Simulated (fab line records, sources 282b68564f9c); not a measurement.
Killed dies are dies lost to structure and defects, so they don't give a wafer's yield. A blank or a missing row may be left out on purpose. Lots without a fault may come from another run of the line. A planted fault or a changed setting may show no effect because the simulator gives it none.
fab line records | flow rit_cmos | part 1 of 2: steps 1 to 28 of 39
record lots=5 wafers=15 last_day=6
route steps=202 shown NLDD@109 PLDD@114 SPACER@125 NSD@131 PSD@142
lots that met no fault: from a run of the same line without faults
start_h: hours from the record's first day to the start of the lot's first wafer shown | wait_h: hours since the lot's step before | " the same as in the row above | L1.1+2: a row that stands for several wafers | - no value, or no start given | * or withheld: withheld | < > ~ a bound
route shown NAME@n: a module of which the file shows steps, and the number in the route of the first | usual: mean/standard deviation of fault-free wafers | same: alike in all rows | chamber/n: place in a boat | sites: the reading at each site | _std_site: their standard deviation | _edge_site: outer sites' mean less inner sites' | radius_mm: how far each site lies from the wafer's centre | mask NAME#n: copy n | behind: the tool/chamber that last shaped the wafer | hold: why the lot was held/for how many hours/how that ended | device: the transistor (n, p or np) that didn't switch | end of line: the same wafers' tests at the end of the route | a step without rows: its recipe alone | killed: dies lost to structure and defects at the first sort, not the wafer's yield | map: a wafer's dies, x killed, . not, _ none there
set.NAME: the setting as run; set.NAME@STEP: as run at that earlier step | model.NAME: the simulator's own value behind a step, which no gauge read
lots at some steps of the route; a table a step, a row a wafer
services: from which hour (start_h, from the record's first day; less than 0 if before it) a tool's chamber was out of use, for how many hours, and why
## steps
# step RIT_NLDD_OVL_MEAS_06
# usual NLDD_OVL=0.1/1.7
# columns lot.wafer tool chamber start_h wait_h NLDD_OVL[nm]
L077.2 overlay-02 - 56.04 - -2.3
L077.4 " - " " -3.2
L077.6 " - " " -1.9
L078.1 overlay-01 - 61.86 - 1.6
L078.3 " - " " 1.5
L078.6 " - " " 0.3
L082.1 overlay-01 - 80.66 - 0.8
L082.4 " - " " -1.2
L082.6 " - " " -0.7
L087.1 overlay-02 - 106.67 - 0.0
L087.2 " - " " 1.2
L087.5 " - " " -0.4
L089.3 overlay-01 - 118.04 - -0.4
L089.4 " - " " 1.4
L089.6 " - " " 2.7
# step RIT_NLDD_HARDBAKE_07
# recipe resist=NOVOLAK temp_c=140 time_s=60
# usual chill_plate_temp_C=22.99/0.1 plate_temp_C=140.00/0.16
# columns lot.wafer tool chamber start_h wait_h chill_plate_temp_C plate_temp_C
L077.2 litho_track-01 0 56.09 0.0 23.06 140.29
L077.4 " 0 " " 22.99 140.17
L077.6 " 0 " " 23.19 140.16
L078.1 litho_track-02 0 61.99 0.1 23.01 140.28
L078.3 " 0 " " 22.88 139.89
L078.6 " 0 " " 22.91 140.24
L082.1 litho_track-03 0 80.69 0.0 23.02 140.23
L082.4 " 0 " " 22.84 139.92
L082.6 " 0 " " 23.05 140.07
L087.1 litho_track-02 0 106.71 0.0 23.05 139.71
L087.2 " 0 " " 22.91 139.78
L087.5 " 0 " " 22.89 139.78
L089.3 litho_track-01 0 118.11 0.1 22.89 139.92
L089.4 " 0 " " 23.01 140.17
L089.6 " 0 " " 23.00 139.87
# step RIT_NLDD_IMPLANT_08
# recipe species=P energy_kev=19.79 dose_cm2=5e+14 tilt_deg=7
# columns lot.wafer tool chamber start_h wait_h
L077.2+4+6 implanter-01 0 56.24 0.1
L078.1+3+6 implanter-01 0 62.14 0.1
L082.1+4+6 implanter-03 0 80.84 0.1
L087.1+2+5 implanter-02 0 106.86 0.1
L089.3+4+6 implanter-03 0 118.26 0.1
# step RIT_NLDD_STRIP_09
# recipe chemistry=O2 time_s=180 resist=NOVOLAK platen_temp_c=withheld power_w=500 pressure_mtorr=4000 o2_flow_sccm=4000
# usual drypump_motor_current_A=5.86/0.29
# columns lot.wafer tool chamber start_h wait_h drypump_motor_current_A rf_hours_counter_h
L077.2 plasma_asher-02 0 56.37 0.1 5.92 28
L077.4 " 0 " " 5.95 -
L077.6 " 0 " " 5.99 -
L078.1 plasma_asher-01 0 62.29 0.1 5.59 40
L078.3 " 0 " " 5.60 -
L078.6 " 0 " " 5.57 -
L082.1 plasma_asher-03 1 80.99 0.1 5.47 43
L082.4 " 1 " " 5.50 -
L082.6 " 1 " " 5.51 -
L087.1 plasma_asher-02 1 107.01 0.1 5.77 33
L087.2 " 0 " " 5.92 33
L087.5 " 1 " " 5.79 -
L089.3 plasma_asher-03 0 118.42 0.1 6.08 -
L089.4 " 1 " " 5.49 -
L089.6 " 0 " " 6.07 -
# step RIT_NLDD_TW_MEAS_10
# usual NLDD_TW=2474/20
# columns lot.wafer tool chamber start_h wait_h NLDD_TW
L077.2 film_metro-02 - 56.55 0.1 2448
L077.4 " - " " 2459
L077.6 " - " " 2459
L078.1 film_metro-02 - 62.47 0.1 2473
L078.3 " - " " 2452
L078.6 " - " " 2454
L082.1 film_metro-04 - 81.17 0.1 2477
L082.4 " - " " 2486
L082.6 " - " " 2488
L087.1 film_metro-02 - 107.18 0.1 2453
L087.2 " - " " 2460
L087.5 " - " " 2441
L089.3 film_metro-04 - 118.56 0.1 2483
L089.4 " - " " 2483
L089.6 " - " " 2466
# step RIT_PLDD_HMDS_00
# recipe prime_time_s=60 prime_temp_c=140
# usual chill_plate_temp_C=23.00/0.11
# columns lot.wafer tool chamber start_h wait_h chill_plate_temp_C
L077.2 litho_track-02 0 56.63 0.1 22.96
L077.4 " 0 " " 23.03
L077.6 " 0 " " 23.16
L078.1 litho_track-03 0 62.53 0.1 23.15
L078.3 " 0 " " 23.23
L078.6 " 0 " " 23.02
L082.1 litho_track-02 0 81.23 0.1 23.16
L082.4 " 0 " " 22.97
L082.6 " 0 " " 23.11
L087.1 litho_track-02 0 107.41 0.2 23.00
L087.2 " 0 " " 22.87
L087.5 " 0 " " 22.81
L089.3 litho_track-04 0 118.65 0.1 22.78
L089.4 " 0 " " 22.94
L089.6 " 0 " " 23.01
# step RIT_PLDD_COAT_01
# recipe resist=NOVOLAK spin_rpm=3250 resist_thk_nm=1000
# usual chill_plate_temp_C=23.00/0.1
# columns lot.wafer tool chamber start_h wait_h chill_plate_temp_C
L077.2 litho_track-02 0 56.78 0.1 23.10
L077.4 " 0 " " 22.90
L077.6 " 0 " " 23.00
L078.1 litho_track-03 0 62.68 0.1 22.83
L078.3 " 0 " " 22.95
L078.6 " 0 " " 22.91
L082.1 litho_track-02 0 81.38 0.1 22.94
L082.4 " 0 " " 22.96
L082.6 " 0 " " 23.19
L087.1 litho_track-02 0 107.56 0.1 22.96
L087.2 " 0 " " 23.00
L087.5 " 0 " " 23.08
L089.3 litho_track-04 0 118.80 0.1 23.12
L089.4 " 0 " " 23.06
L089.6 " 0 " " 23.10
# step RIT_PLDD_SOFTBAKE_02
# recipe resist=NOVOLAK temp_c=90 time_s=60
# usual chill_plate_temp_C=23.01/0.12 plate_temp_C=90.00/0.15
# columns lot.wafer tool chamber start_h wait_h chill_plate_temp_C plate_temp_C
L077.2 litho_track-02 0 56.93 0.1 22.84 90.14
L077.4 " 0 " " 22.78 89.89
L077.6 " 0 " " 22.83 90.11
L078.1 litho_track-03 0 62.83 0.1 22.96 89.96
L078.3 " 0 " " 23.01 90.16
L078.6 " 0 " " 22.95 90.17
L082.1 litho_track-02 0 81.53 0.1 22.76 89.95
L082.4 " 0 " " 22.81 90.15
L082.6 " 0 " " 22.70 89.88
L087.1 litho_track-02 0 107.71 0.1 23.11 89.97
L087.2 " 0 " " 23.26 90.07
L087.5 " 0 " " 23.24 89.87
L089.3 litho_track-04 0 118.95 0.1 22.98 90.14
L089.4 " 0 " " 23.18 90.16
L089.6 " 0 " " 23.13 90.07
# step RIT_PLDD_EXPOSE_03
# recipe mask_id=M8 na=0.57 target_cd_nm=40900 dose_mj=250
# columns lot.wafer tool chamber start_h wait_h mask
L077.2+4+6 iline_stepper-02 0 57.20 0.2 M8#0
L078.1+3+6 iline_stepper-02 0 62.98 0.1 M8#0
L082.1+4+6 iline_stepper-02 0 81.80 0.2 M8#0
L087.1+2+5 iline_stepper-02 0 107.99 0.2 M8#0
L089.3+4+6 iline_stepper-01 0 119.21 0.2 M8#0
# step RIT_PLDD_PEB_04
# recipe resist=NOVOLAK temp_c=withheld time_s=withheld
# usual chill_plate_temp_C=*
# columns lot.wafer tool chamber start_h wait_h chill_plate_temp_C
L077.2 litho_track-04 0 57.32 0.1 *
L077.4 " 0 " " *
L077.6 " 0 " " *
L078.1 litho_track-02 0 63.09 0.1 *
L078.3 " 0 " " *
L078.6 " 0 " " *
L082.1 litho_track-04 0 81.92 0.1 *
L082.4 " 0 " " *
L082.6 " 0 " " *
L087.1 litho_track-04 0 108.11 0.1 *
L087.2 " 0 " " *
L087.5 " 0 " " *
L089.3 litho_track-04 0 119.34 0.1 *
L089.4 " 0 " " *
L089.6 " 0 " " *
# step RIT_PLDD_DEVELOP_05
# recipe resist=NOVOLAK develop_time_s=50 dev_temp_c=23
# usual chill_plate_temp_C=22.99/0.11
# columns lot.wafer tool chamber start_h wait_h chill_plate_temp_C
L077.2 litho_track-04 0 - - 23.06
L077.4 " 0 " " 23.12
L077.6 " 0 " " 23.19
L078.1 litho_track-02 0 - - 22.95
L078.3 " 0 " " 23.13
L078.6 " 0 " " 23.16
L082.1 litho_track-04 0 - - 22.94
L082.4 " 0 " " 23.02
L082.6 " 0 " " 22.79
L087.1 litho_track-04 0 - - 23.22
L087.2 " 0 " " 23.05
L087.5 " 0 " " 22.95
L089.3 litho_track-04 0 - - 22.97
L089.4 " 0 " " 22.98
L089.6 " 0 " " 22.89
# step RIT_PLDD_OVL_MEAS_06
# usual PLDD_OVL=-0.2/1.3
# columns lot.wafer tool chamber start_h wait_h PLDD_OVL[nm]
L077.2 overlay-02 - 57.59 - 3.0
L077.4 " - " " 1.3
L077.6 " - " " 0.2
L078.1 overlay-02 - 63.38 - 0.0
L078.3 " - " " -1.1
L078.6 " - " " -1.1
L082.1 overlay-01 - 82.20 - 3.0
L082.4 " - " " 1.6
L082.6 " - " " 3.2
L087.1 overlay-01 - 108.39 - -0.2
L087.2 " - " " 0.6
L087.5 " - " " 0.4
L089.3 overlay-02 - 119.58 - -0.4
L089.4 " - " " -2.0
L089.6 " - " " -2.7
# step RIT_PLDD_HARDBAKE_07
# recipe resist=NOVOLAK temp_c=140 time_s=60
# usual chill_plate_temp_C=22.99/0.11 plate_temp_C=139.99/0.13
# columns lot.wafer tool chamber start_h wait_h chill_plate_temp_C plate_temp_C
L077.2 litho_track-03 0 57.64 0.0 23.12 140.12
L077.4 " 0 " " 23.02 140.17
L077.6 " 0 " " 22.96 140.07
L078.1 litho_track-03 0 63.41 0.0 23.05 139.96
L078.3 " 0 " " 23.05 139.83
L078.6 " 0 " " 23.08 139.94
L082.1 litho_track-03 0 82.24 0.0 22.82 139.95
L082.4 " 0 " " 22.93 140.06
L082.6 " 0 " " 22.86 140.05
L087.1 litho_track-02 0 108.43 0.0 23.09 139.86
L087.2 " 0 " " 22.92 139.79
L087.5 " 0 " " 23.07 139.89
L089.3 litho_track-02 0 119.66 0.1 22.95 139.95
L089.4 " 0 " " 22.94 140.15
L089.6 " 0 " " 22.83 140.10
# step RIT_PLDD_IMPLANT_08
# recipe species=BF2 energy_kev=19.71 dose_cm2=9e+14 tilt_deg=7
# columns lot.wafer tool chamber start_h wait_h
L077.2+4+6 implanter-01 0 57.79 0.1
L078.1+3+6 implanter-01 0 63.56 0.1
L082.1+4+6 implanter-03 0 82.39 0.1
L087.1+2+5 implanter-03 0 108.58 0.1
L089.3+4+6 implanter-04 0 119.81 0.1
# step RIT_PLDD_STRIP_09
# recipe chemistry=O2 time_s=180 resist=NOVOLAK platen_temp_c=withheld power_w=500 pressure_mtorr=4000 o2_flow_sccm=4000
# usual drypump_motor_current_A=5.8/0.41
# columns lot.wafer tool chamber start_h wait_h drypump_motor_current_A rf_hours_counter_h
L077.2 plasma_asher-02 1 57.92 0.1 5.8 28
L077.4 " 1 " " 5.7 -
L077.6 " 0 " " 5.9 -
L078.1 plasma_asher-01 1 63.71 0.1 6.3 40
L078.3 " 0 " " 5.6 -
L078.6 " 0 " " 5.5 -
L082.1 plasma_asher-04 1 82.54 0.1 4.9 44
L082.4 " 0 " " 5.8 -
L082.6 " 0 " " 5.7 -
L087.1 plasma_asher-01 1 108.73 0.1 6.3 45
L087.2 " 0 " " 5.6 45
L087.5 " 1 " " 6.3 -
L089.3 plasma_asher-04 1 119.97 0.1 4.9 -
L089.4 " 0 " " 5.7 -
L089.6 " 1 " " 5.0 -
# step RIT_PLDD_TW_MEAS_10
# usual PLDD_TW=2325/20
# columns lot.wafer tool chamber start_h wait_h PLDD_TW
L077.2 film_metro-04 - 58.10 0.1 2327
L077.4 " - " " 2323
L077.6 " - " " 2316
L078.1 film_metro-04 - 63.89 0.1 2327
L078.3 " - " " 2332
L078.6 " - " " 2313
L082.1 film_metro-04 - 82.71 0.1 2335
L082.4 " - " " 2339
L082.6 " - " " 2335
L087.1 film_metro-04 - 108.90 0.1 2330
L087.2 " - " " 2332
L087.5 " - " " 2338
L089.3 film_metro-02 - 120.10 0.1 2307
L089.4 " - " " 2312
L089.6 " - " " 2312
# step RIT_SPACER_CLEAN_00
# recipe chemistry=SC1 mix=3:3:50 time_s=600 temp_c=75
# columns lot.wafer tool chamber start_h wait_h
L077.2+4+6 wet_bench-03 2 58.15 0.0
L078.1+3+6 wet_bench-03 0 63.95 0.1
L082.1+4+6 wet_bench-04 1 82.77 0.1
L087.1+2+5 wet_bench-01 2 108.96 0.1
L089.3+4+6 wet_bench-03 2 120.14 0.0
# step RIT_SPACER_CLEAN_01
# recipe chemistry=dHF dilution=50:1 time_s=30
# columns lot.wafer tool chamber start_h wait_h
L077.2+4+6 wet_bench-01 2 58.34 0.0
L078.1+3+6 wet_bench-01 1 64.14 0.0
L082.1+4+6 wet_bench-01 1 82.95 0.0
L087.1+2+5 wet_bench-03 2 109.14 0.0
L089.3+4+6 wet_bench-03 3 120.33 0.0
# step RIT_SPACER_CLEAN_02
# recipe chemistry=SC2 mix=3:3:50 time_s=600 temp_c=75 dry=n2_spin
# columns lot.wafer tool chamber start_h wait_h
L077.2+4+6 wet_bench-04 1 58.36 0.0
L078.1+3+6 wet_bench-03 3 64.15 0.0
L082.1+4+6 wet_bench-03 1 82.97 0.0
L087.1+2+5 wet_bench-04 1 109.15 0.0
L089.3+4+6 wet_bench-03 0 120.35 0.0
# step RIT_SPACER_CVD_03
# recipe material=Si3N4 target_thk_nm=250 temp_c=810 precursor=SiH2Cl2/NH3 time_s=3300 pressure_mtorr=300 sih2cl2_flow_sccm=60 nh3_flow_sccm=150
# usual nh3_flow_sccm=150.0/0.42
# columns lot.wafer tool chamber start_h wait_h nh3_flow_sccm
L077.2 lpcvd-02 0 58.53 0.0 150.0
L077.4 " 0 " " 150.2
L077.6 " 0 " " 150.1
L078.1 lpcvd-02 0 64.35 0.0 149.8
L078.3 " 0 " " 150.2
L078.6 " 0 " " 149.6
L082.1 lpcvd-02 1 83.19 0.0 149.1
L082.4 " 1 " " 149.7
L082.6 " 1 " " 149.8
L087.1 lpcvd-01 0 109.35 0.0 149.7
L087.2 " 0 " " 149.3
L087.5 " 0 " " 149.3
L089.3 lpcvd-02 1 120.54 0.0 150.5
L089.4 " 1 " " 150.4
L089.6 " 1 " " 150.5
# step RIT_SPACER_THK_MEAS_04
# recipe reads=Si3N4_of_SPACER_CVD_03
# usual SPACER_NITRIDE_THK=248.3/2
# columns lot.wafer tool chamber start_h wait_h SPACER_NITRIDE_THK[nm]
L077.2 film_metro-02 - 60.46 0.0 248.6
L077.4 " - " " 247.4
L077.6 " - " " 247.1
L078.1 film_metro-02 - 67.22 0.0 248.9
L078.3 " - " " 250.5
L078.6 " - " " 251.4
L082.1 film_metro-01 - 85.11 0.0 251.0
L082.4 " - " " 250.4
L082.6 " - " " 249.1
L087.1 film_metro-01 - 111.26 0.0 253.8
L087.2 " - " " 251.6
L087.5 " - " " 251.2
L089.3 film_metro-02 - 123.44 0.0 248.2
L089.4 " - " " 248.2
L089.6 " - " " 247.9
# step RIT_SPACER_ETCHBACK_05
# recipe target_depth_a=2500 SF6_flow_sccm=30 CHF3_flow_sccm=30 target=Si3N4 chemistry=SF6/CHF3 pressure_mtorr=40 rf_w=250 time_s=240 stop_on=SiO2
# usual drypump_motor_current_A=5.6/0.4 oes_product_au=0.845/0.011 throttle_valve_pct=10.23/0.12
# columns lot.wafer tool chamber start_h wait_h drypump_motor_current_A oes_product_au rf_hours_counter_h throttle_valve_pct
L077.2 rie_diel-01 3 60.51 0.0 5.7 0.834 164 10.31
L077.4 " 0 " " 6.1 0.836 67 10.19
L077.6 " 0 " " 6.1 0.842 - 10.20
L078.1 rie_diel-02 0 67.28 0.1 5.0 0.819 24 10.42
L078.3 " 2 " " 5.6 0.855 4 10.38
L078.6 " 1 " " 6.4 0.834 - 10.23
L082.1 rie_diel-01 2 85.17 0.1 6.1 0.857 146 10.19
L082.4 " 1 " " 5.4 0.841 109 10.28
L082.6 " 3 " " 5.7 0.855 - 10.30
L087.1 rie_diel-04 1 111.32 0.1 5.0 0.868 108 10.07
L087.2 " 3 " " 5.7 0.848 9 10.04
L087.5 " 2 " " 5.6 0.856 - 10.34
L089.3 rie_diel-01 1 123.55 0.1 5.4 0.835 - 10.27
L089.4 " 2 " " 6.1 0.852 - 10.19
L089.6 " 1 " " 5.3 0.831 - 10.28
# step RIT_NSD_HMDS_00
# recipe prime_time_s=60 prime_temp_c=140
# usual chill_plate_temp_C=22.98/0.11
# columns lot.wafer tool chamber start_h wait_h chill_plate_temp_C
L077.2 litho_track-04 0 61.10 0.5 22.97
L077.4 " 0 " " 23.05
L077.6 " 0 " " 23.16
L078.1 litho_track-01 0 67.43 0.1 22.97
L078.3 " 0 " " 22.91
L078.6 " 0 " " 22.93
L082.1 litho_track-03 0 85.32 0.1 23.19
L082.4 " 0 " " 23.11
L082.6 " 0 " " 23.07
L087.1 litho_track-03 0 111.47 0.1 23.05
L087.2 " 0 " " 22.93
L087.5 " 0 " " 23.06
L089.3 litho_track-01 0 123.75 0.1 23.20
L089.4 " 0 " " 23.05
L089.6 " 0 " " 22.96
# step RIT_NSD_COAT_01
# recipe resist=NOVOLAK spin_rpm=3250 resist_thk_nm=1000
# usual chill_plate_temp_C=23.02/0.11
# columns lot.wafer tool chamber start_h wait_h chill_plate_temp_C
L077.2 litho_track-04 0 61.25 0.1 22.93
L077.4 " 0 " " 22.86
L077.6 " 0 " " 22.87
L078.1 litho_track-01 0 67.58 0.1 23.04
L078.3 " 0 " " 23.06
L078.6 " 0 " " 23.00
L082.1 litho_track-03 0 85.47 0.1 22.87
L082.4 " 0 " " 22.88
L082.6 " 0 " " 22.96
L087.1 litho_track-03 0 111.62 0.1 23.10
L087.2 " 0 " " 22.86
L087.5 " 0 " " 22.92
L089.3 litho_track-01 0 123.90 0.1 23.04
L089.4 " 0 " " 23.11
L089.6 " 0 " " 23.00
# step RIT_NSD_SOFTBAKE_02
# recipe resist=NOVOLAK temp_c=90 time_s=60
# usual chill_plate_temp_C=23.02/0.1 plate_temp_C=89.99/0.12
# columns lot.wafer tool chamber start_h wait_h chill_plate_temp_C plate_temp_C
L077.2 litho_track-04 0 61.40 0.1 22.86 89.94
L077.4 " 0 " " 23.04 89.71
L077.6 " 0 " " 22.98 90.05
L078.1 litho_track-01 0 67.73 0.1 22.98 90.11
L078.3 " 0 " " 23.05 89.86
L078.6 " 0 " " 23.08 90.02
L082.1 litho_track-03 0 85.62 0.1 23.04 90.26
L082.4 " 0 " " 23.02 90.12
L082.6 " 0 " " 23.13 90.21
L087.1 litho_track-03 0 111.77 0.1 23.10 90.04
L087.2 " 0 " " 23.23 90.05
L087.5 " 0 " " 22.98 90.17
L089.3 litho_track-01 0 124.05 0.1 23.11 90.16
L089.4 " 0 " " 23.04 90.05
L089.6 " 0 " " 22.96 90.18
# step RIT_NSD_EXPOSE_03
# recipe mask_id=M9 na=0.57 target_cd_nm=40700 dose_mj=250
# columns lot.wafer tool chamber start_h wait_h mask
L077.2+4+6 iline_stepper-01 0 61.71 0.3 M9#0
L078.1+3+6 iline_stepper-01 0 67.88 0.1 M9#0
L082.1+4+6 iline_stepper-01 0 86.04 0.4 M9#0
L087.1+2+5 iline_stepper-02 0 112.05 0.2 M9#0
L089.3+4+6 iline_stepper-02 0 124.32 0.2 M9#0
# step RIT_NSD_PEB_04
# recipe resist=NOVOLAK temp_c=withheld time_s=withheld
# usual chill_plate_temp_C=*
# columns lot.wafer tool chamber start_h wait_h chill_plate_temp_C
L077.2 litho_track-03 0 61.93 0.2 *
L077.4 " 0 " " *
L077.6 " 0 " " *
L078.1 litho_track-03 0 68.00 0.1 *
L078.3 " 0 " " *
L078.6 " 0 " " *
L082.1 litho_track-01 0 86.16 0.1 *
L082.4 " 0 " " *
L082.6 " 0 " " *
L087.1 litho_track-04 0 112.16 0.1 *
L087.2 " 0 " " *
L087.5 " 0 " " *
L089.3 litho_track-04 0 124.54 0.2 *
L089.4 " 0 " " *
L089.6 " 0 " " *
# step RIT_NSD_DEVELOP_05
# recipe resist=NOVOLAK develop_time_s=50 dev_temp_c=23
# usual chill_plate_temp_C=22.98/0.1
# columns lot.wafer tool chamber start_h wait_h chill_plate_temp_C
L077.2 litho_track-03 0 - - 22.97
L077.4 " 0 " " 23.07
L077.6 " 0 " " 22.97
L078.1 litho_track-03 0 - - 22.93
L078.3 " 0 " " 23.10
L078.6 " 0 " " 23.03
L082.1 litho_track-01 0 - - 22.90
L082.4 " 0 " " 22.93
L082.6 " 0 " " 23.07
L087.1 litho_track-04 0 - - 23.05
L087.2 " 0 " " 22.96
L087.5 " 0 " " 23.02
L089.3 litho_track-04 0 - - 23.00
L089.4 " 0 " " 22.94
L089.6 " 0 " " 23.06
